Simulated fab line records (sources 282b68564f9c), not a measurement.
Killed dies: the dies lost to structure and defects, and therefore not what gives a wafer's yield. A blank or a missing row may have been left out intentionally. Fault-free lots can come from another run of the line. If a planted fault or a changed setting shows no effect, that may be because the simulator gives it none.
Split-lot study || flow rit_cmos || 23 wafers read from 5 lots, route of 202 steps

SPLIT DETAILS
At RIT_M1_SPUTTER_00 (material Al, target thk 400 nm, time 500 s), the setting time_s was moved away from the recipe's 500 s on 12 of the 23 wafers read, by -12.1% to +13.8%. All remaining wafers had this setting at the recipe value.

FROM THE SPLIT TO THE READING: what the file shows between them, 1 step
- RIT_M1_RS_MEAS_01: measures by four-point-probe

THE READING
M1_AL_THK, in nm, at RIT_M1_THK_MEAS_02 (measures by xrf). Typical for fault-free wafers on this fab line: 398 nm, with standard deviation 4.9 nm.

{"wafer": "L074.1", "tool, chamber at the split": "pvd_sputter-02, -", "time_s as run, s": 439.7, "against the recipe": "-12.1%", "M1_AL_THK, nm": 343, "against lot-mates on the recipe": -50}
{"wafer": "L074.2", "tool, chamber at the split": "pvd_sputter-02, -", "time_s as run, s": 500, "against the recipe": "recipe", "M1_AL_THK, nm": 392, "against lot-mates on the recipe": "-"}
{"wafer": "L074.4", "tool, chamber at the split": "pvd_sputter-02, -", "time_s as run, s": 500, "against the recipe": "recipe", "M1_AL_THK, nm": 393, "against lot-mates on the recipe": "-"}
{"wafer": "L074.5", "tool, chamber at the split": "pvd_sputter-02, -", "time_s as run, s": 439.7, "against the recipe": "-12.1%", "M1_AL_THK, nm": 343, "against lot-mates on the recipe": -50}
{"wafer": "L074.6", "tool, chamber at the split": "pvd_sputter-02, -", "time_s as run, s": 439.7, "against the recipe": "-12.1%", "M1_AL_THK, nm": 349, "against lot-mates on the recipe": -44}
{"wafer": "L078.1", "tool, chamber at the split": "pvd_sputter-02, -", "time_s as run, s": 568.9, "against the recipe": "+13.8%", "M1_AL_THK, nm": 455, "against lot-mates on the recipe": "+54"}
{"wafer": "L078.2", "tool, chamber at the split": "pvd_sputter-02, -", "time_s as run, s": 500, "against the recipe": "recipe", "M1_AL_THK, nm": 402, "against lot-mates on the recipe": "-"}
{"wafer": "L078.3", "tool, chamber at the split": "pvd_sputter-02, -", "time_s as run, s": 568.9, "against the recipe": "+13.8%", "M1_AL_THK, nm": 460, "against lot-mates on the recipe": "+58"}
{"wafer": "L078.4", "tool, chamber at the split": "pvd_sputter-02, -", "time_s as run, s": 568.9, "against the recipe": "+13.8%", "M1_AL_THK, nm": 460, "against lot-mates on the recipe": "+58"}
{"wafer": "L078.5", "tool, chamber at the split": "pvd_sputter-02, -", "time_s as run, s": 500, "against the recipe": "recipe", "M1_AL_THK, nm": 401, "against lot-mates on the recipe": "-"}
{"wafer": "L080.1", "tool, chamber at the split": "pvd_sputter-02, -", "time_s as run, s": 550.1, "against the recipe": "+10.0%", "M1_AL_THK, nm": 437, "against lot-mates on the recipe": "+40"}
{"wafer": "L080.3", "tool, chamber at the split": "pvd_sputter-02, -", "time_s as run, s": 500, "against the recipe": "recipe", "M1_AL_THK, nm": 394, "against lot-mates on the recipe": "-"}
{"wafer": "L080.4", "tool, chamber at the split": "pvd_sputter-02, -", "time_s as run, s": 500, "against the recipe": "recipe", "M1_AL_THK, nm": 401, "against lot-mates on the recipe": "-"}
{"wafer": "L080.5", "tool, chamber at the split": "pvd_sputter-02, -", "time_s as run, s": 550.1, "against the recipe": "+10.0%", "M1_AL_THK, nm": 439, "against lot-mates on the recipe": "+42"}
{"wafer": "L080.6", "tool, chamber at the split": "pvd_sputter-02, -", "time_s as run, s": 550.1, "against the recipe": "+10.0%", "M1_AL_THK, nm": 436, "against lot-mates on the recipe": "+38"}
{"wafer": "L082.1", "tool, chamber at the split": "pvd_sputter-02, -", "time_s as run, s": 500, "against the recipe": "recipe", "M1_AL_THK, nm": 397, "against lot-mates on the recipe": "-"}
{"wafer": "L082.2", "tool, chamber at the split": "pvd_sputter-02, -", "time_s as run, s": 500, "against the recipe": "recipe", "M1_AL_THK, nm": 394, "against lot-mates on the recipe": "-"}
{"wafer": "L082.3", "tool, chamber at the split": "pvd_sputter-02, -", "time_s as run, s": 500, "against the recipe": "recipe", "M1_AL_THK, nm": 389, "against lot-mates on the recipe": "-"}
{"wafer": "L083.1", "tool, chamber at the split": "pvd_sputter-01, -", "time_s as run, s": 500, "against the recipe": "recipe", "M1_AL_THK, nm": 389, "against lot-mates on the recipe": "-"}
{"wafer": "L083.2", "tool, chamber at the split": "pvd_sputter-01, -", "time_s as run, s": 455.3, "against the recipe": "-8.9%", "M1_AL_THK, nm": 363, "against lot-mates on the recipe": -32}
{"wafer": "L083.3", "tool, chamber at the split": "pvd_sputter-01, -", "time_s as run, s": 455.3, "against the recipe": "-8.9%", "M1_AL_THK, nm": 363, "against lot-mates on the recipe": -32}
{"wafer": "L083.4", "tool, chamber at the split": "pvd_sputter-01, -", "time_s as run, s": 500, "against the recipe": "recipe", "M1_AL_THK, nm": 400, "against lot-mates on the recipe": "-"}
{"wafer": "L083.5", "tool, chamber at the split": "pvd_sputter-01, -", "time_s as run, s": 455.3, "against the recipe": "-8.9%", "M1_AL_THK, nm": 354, "against lot-mates on the recipe": -40}

THE FIT
A straight line over all 23 wafers: M1_AL_THK changes by +4.28 nm for each +1% of time_s; r = +0.99; the points scatter about the line by 4.3 nm.
The same after taking each lot's own level away (the mean of its wafers on the recipe; 23 wafers): +4 nm for each +1%; r = +1.00; scatter 3.3 nm.
That fit puts the effect of the largest move of time_s on the reading at 55 nm.
Measured against the standard deviation above, the lots' own levels, which go from 392.5 to 401.5 nm, span 1.8 times it.
The two slopes are in agreement: the lot-to-lot level therefore moves the slope only a little.
Check: with one of the wafers moved furthest among these (+13.8%) left out of the fit, the line predicts +56 nm for it against its lot-mates. It came out at +53.5 nm against them.

THE OTHER SPLITS THESE WAFERS WENT THROUGH
Other splits were also applied to these wafers ahead of the reading. Each is held against what the fit with the lots' levels taken away leaves over:
{"other split on the same wafers": "RIT_PLDD_SOFTBAKE_02 temp_c", "wafers away from the commonest value": 9, "r with M1_AL_THK (lot level and that fit taken away)": -0.12}
{"other split on the same wafers": "RIT_PLDD_IMPLANT_08 energy_kev", "wafers away from the commonest value": 6, "r with M1_AL_THK (lot level and that fit taken away)": "+0.13"}
{"other split on the same wafers": "RIT_NSD_COAT_01 resist_thk_nm", "wafers away from the commonest value": 6, "r with M1_AL_THK (lot level and that fit taken away)": "+0.15"}
{"other split on the same wafers": "RIT_SDANNEAL_RTA_03 time_s", "wafers away from the commonest value": 9, "r with M1_AL_THK (lot level and that fit taken away)": "+0.10"}
{"other split on the same wafers": "RIT_CONTACT_CVD_00 time_s", "wafers away from the commonest value": 8, "r with M1_AL_THK (lot level and that fit taken away)": "+0.04"}
{"other split on the same wafers": "RIT_CONTACT_DEVELOP_07 dev_temp_c", "wafers away from the commonest value": 10, "r with M1_AL_THK (lot level and that fit taken away)": -0.18}

THE WHOLE CHAIN: every reading that the file lists as answering this split, in the file's order
{"step": "RIT_M1_SPUTTER_00", "what it does": "material Al, target thk 400 nm, time 500 s", "reading": "Al_of_M1_SPUTTER_00.thk_nm (the simulator's own value, which no gauge read)", "change (the file's fit)": "+4.06 nm for each +1% of the setting", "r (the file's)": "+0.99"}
{"step": "RIT_M1_RS_MEAS_01", "what it does": "measures by four-point-probe", "reading": "M1_AL_RS", "change (the file's fit)": "-0.000768 for each +1% of the setting", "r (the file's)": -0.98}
{"step": "RIT_M1_THK_MEAS_02", "what it does": "measures by xrf", "reading": "M1_AL_THK", "change (the file's fit)": "+4.02 for each +1% of the setting", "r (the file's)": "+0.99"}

THE FILE'S OWN FIT
M1_AL_THK changes by +4.02 nm for each +1% of time_s, r = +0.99.
